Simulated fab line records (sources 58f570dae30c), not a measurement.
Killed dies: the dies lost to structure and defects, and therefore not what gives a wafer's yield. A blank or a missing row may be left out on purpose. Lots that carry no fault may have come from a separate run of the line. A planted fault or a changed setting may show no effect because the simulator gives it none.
A single fault, viewed from 2 desks + flow berkeley-cmos170 + only its own numbers are on each desk; what lay behind them is given at the end

AT THE METROLOGY DESK
What the gauges read, lot by lot, whatever tool the lot ran on: means of the sampled wafers that have a number. Marked OUT: a lot whose mean sits more than 4 standard deviations from the usual mean, which makes it out of limits; the brackets give that distance.
Columns: A = cd-nm at UCB170_CONTACT_CD_MEAS_15, usual 700.2 nm; B = CONTACT_OVL at UCB170_CONTACT_OVL_MEAS_16, usual -2 nm
| lot  | first seen here | A     | B  |
|------|-----------------|-------|----|
| L463 | day 9 12:44     | 702.9 | -7 |
| L462 | day 9 12:59     | 699.0 | 3  |
| L466 | day 10 21:34    | 698.9 | -8 |
| L470 | day 11 19:02    | 698.7 | -3 |
| L474 | day 12 13:14    | 699.6 | -4 |
| L481 | day 13 16:17    | 701.4 | -6 |
This desk found nothing out of limits on any of the 6 lots.

THE TOOL OWNER'S DESK: rie-diel-03
The tool's own readings at UCB170_CONTACT_ETCH_18 (etches PSG in CHF3/CF4/Ar, stops on TiSi2, target depth 840 nm, time 195 s): means of the sampled wafers that have a number, for each lot that ran on this tool. Marked OUT: a lot whose mean sits more than 4 standard deviations from the usual mean, which makes it out of limits; the brackets give that distance.
Columns: A = drypump-motor-current-A at UCB170_CONTACT_ETCH_18, usual 5.6 A; B = mfc-ar-sccm at UCB170_CONTACT_ETCH_18, usual 150.1 sccm; C = oes-product-au at UCB170_CONTACT_ETCH_18, usual 0.891 a.u.; D = throttle-valve-pct at UCB170_CONTACT_ETCH_18, usual 6.92 %
| lot  | first seen here | A   | B     | C     | D    |
|------|-----------------|-----|-------|-------|------|
| L462 | day 9 13:00     | 5.9 | 150.4 | 0.887 | 6.87 |
| L466 | day 10 21:00    | 5.7 | 150.0 | 0.894 | 6.94 |
| L470 | day 11 19:00    | 5.5 | 150.1 | 0.889 | 6.90 |
This desk found nothing out of limits on any of the 3 lots.

ALL TOGETHER
Metrology desk: nothing out of limits seen.
Nothing out of limits was seen by the tool owner's desk.

WHAT THE SIMULATOR PUT IN
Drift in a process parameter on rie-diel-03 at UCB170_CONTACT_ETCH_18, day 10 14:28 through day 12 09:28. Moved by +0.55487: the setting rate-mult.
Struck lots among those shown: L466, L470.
